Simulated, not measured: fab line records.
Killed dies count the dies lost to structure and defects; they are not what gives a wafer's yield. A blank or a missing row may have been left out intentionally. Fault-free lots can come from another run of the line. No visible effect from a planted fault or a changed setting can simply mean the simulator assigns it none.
Which tool was responsible?    flow berkeley cmos170    42 wafers sampled from 14 lots at 1 step of a route of 331

WHAT THE GAUGES READ, wafer by wafer
UCB170_M1_CD_MEAS_09: target cd 700 nm.
lot   measured      on         cd nm (nm)
L399  day 8 06:13   cd sem-01  698.1 700.7 699.6
L400  day 8 16:25   cd sem-01  699.6 699.4 700.4
L403  day 9 00:00   cd sem-01  697.9 698.6 698.2
L401  day 9 00:07   cd sem-01  702.0 700.3 700.1
L402  day 9 01:52   cd sem-01  700.1 700.7 699.6
L406  day 9 16:11   cd sem-01  701.4 702.1 701.6
L405  day 9 20:21   cd sem-01  700.8 700.4 701.8
L415  day 11 13:02  cd sem-01  699.9 699.4 698.9
L413  day 11 14:56  cd sem-02  700.6 699.7 699.3
L416  day 13 03:30  cd sem-02  700.4 699.9 701.8
L417  day 13 03:43  cd sem-02  698.5 699.0 698.8
L418  day 13 13:35  cd sem-01  698.1 697.2 698.5
L419  day 13 13:54  cd sem-02  699.5 698.6 699.3
L420  day 13 20:18  cd sem-01  701.0 701.6 700.3

TOOL THAT RAN EACH LOT (tool first, then ch and the chambers of the sampled wafers, then the start)
Before these readings, the record contains no process step.

WHAT THE TOOLS THEMSELVES READ (means of the sampled wafers that have a number; where no wafer has one, the mark that the record gives instead)
The record holds no such reading with a usual standard deviation.

THE ANSWER, worked out from the rows above alone
Rule: what is usual is taken from the lots themselves. The widest of any qualifying gaps counts: lots, ordered by their means at a reading, are off when they make up no more than a third of the lots, leave a main group of 4 or more, and stand apart from it by 3 or more times the standard deviation of that group's means. A main group whose means are all the same, to the digits that the tables above print for the reading, isn't used. A lot without any number at a reading at which 4 lots or more have one is off too. All remaining lots with rows at the step are treated as sound. First the gauges in route order, then the tools' own readings, where a lot's mean is used as printed above. At the first step where some lot is off, the reading lying furthest off is the one used; lots without a number count as furthest.
Nothing can be told from this: no lot is off at any reading shown.

WHAT THE SIMULATOR PUT IN
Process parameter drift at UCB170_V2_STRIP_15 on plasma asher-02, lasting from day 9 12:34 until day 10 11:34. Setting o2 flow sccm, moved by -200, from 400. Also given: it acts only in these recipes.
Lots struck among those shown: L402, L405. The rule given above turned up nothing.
